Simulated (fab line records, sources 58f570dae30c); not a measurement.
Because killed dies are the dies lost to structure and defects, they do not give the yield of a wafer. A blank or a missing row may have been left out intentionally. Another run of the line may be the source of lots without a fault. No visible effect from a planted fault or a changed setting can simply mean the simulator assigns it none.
Chamber matching || flow berkeley-cmos170 || UCB170_V2_ETCH_14 on rie-diel-02: 4 sister chambers
The step etches SiO2 in CHF3/CF4/Ar, stops on Al, target depth 1250 nm, time 291 s. 4 wafers are shown with their chamber, then 7 later ones without.

== WAFERS WITH THEIR CHAMBER ==
{"wafer": "L606.5", "chamber": 1, "drypump-motor-current-A (A)": 4.9}
{"wafer": "L606.6", "chamber": 2, "drypump-motor-current-A (A)": 5.5}
{"wafer": "L609.4", "chamber": 3, "drypump-motor-current-A (A)": 5.9}
{"wafer": "L609.5", "chamber": 0, "drypump-motor-current-A (A)": 6.5}

== WAFERS WITH NO CHAMBER GIVEN ==
{"wafer": "L609.6", "drypump-motor-current-A (A)": 5.5}
{"wafer": "L611.1", "drypump-motor-current-A (A)": 4.9}
{"wafer": "L611.4", "drypump-motor-current-A (A)": 5.5}
{"wafer": "L611.6", "drypump-motor-current-A (A)": 6.4}
{"wafer": "L618.2", "drypump-motor-current-A (A)": 5.5}
{"wafer": "L618.4", "drypump-motor-current-A (A)": 4.9}
{"wafer": "L618.6", "drypump-motor-current-A (A)": 5.5}

== CHAMBER TAKEN BY EACH ==
{"wafer": "L609.6", "from the rows above": 2, "in truth": 2}
{"wafer": "L611.1", "from the rows above": 1, "in truth": 1}
{"wafer": "L611.4", "from the rows above": 2, "in truth": 2}
{"wafer": "L611.6", "from the rows above": 0, "in truth": 0}
{"wafer": "L618.2", "from the rows above": 2, "in truth": 2}
{"wafer": "L618.4", "from the rows above": 1, "in truth": 1}
{"wafer": "L618.6", "from the rows above": 2, "in truth": 2}
Placed correctly: 7 of 7. Left unplaced by these rows: 0. Placed wrongly: 0.
How it was worked out, from the rows above alone: a wafer's distance from a chamber is the root of the sum, over the readings, of the square of ((its reading less the chamber's mean) divided by the reading's scatter). If the next closest chamber is less than 2 further off than the closest, the wafer can't be placed; otherwise it belongs to the closest. For every chamber, the mean is computed from those of its wafers that are shown. The scatter: root of mean squared gap, hidden wafer to nearest shown wafer, with one shown wafer a chamber.
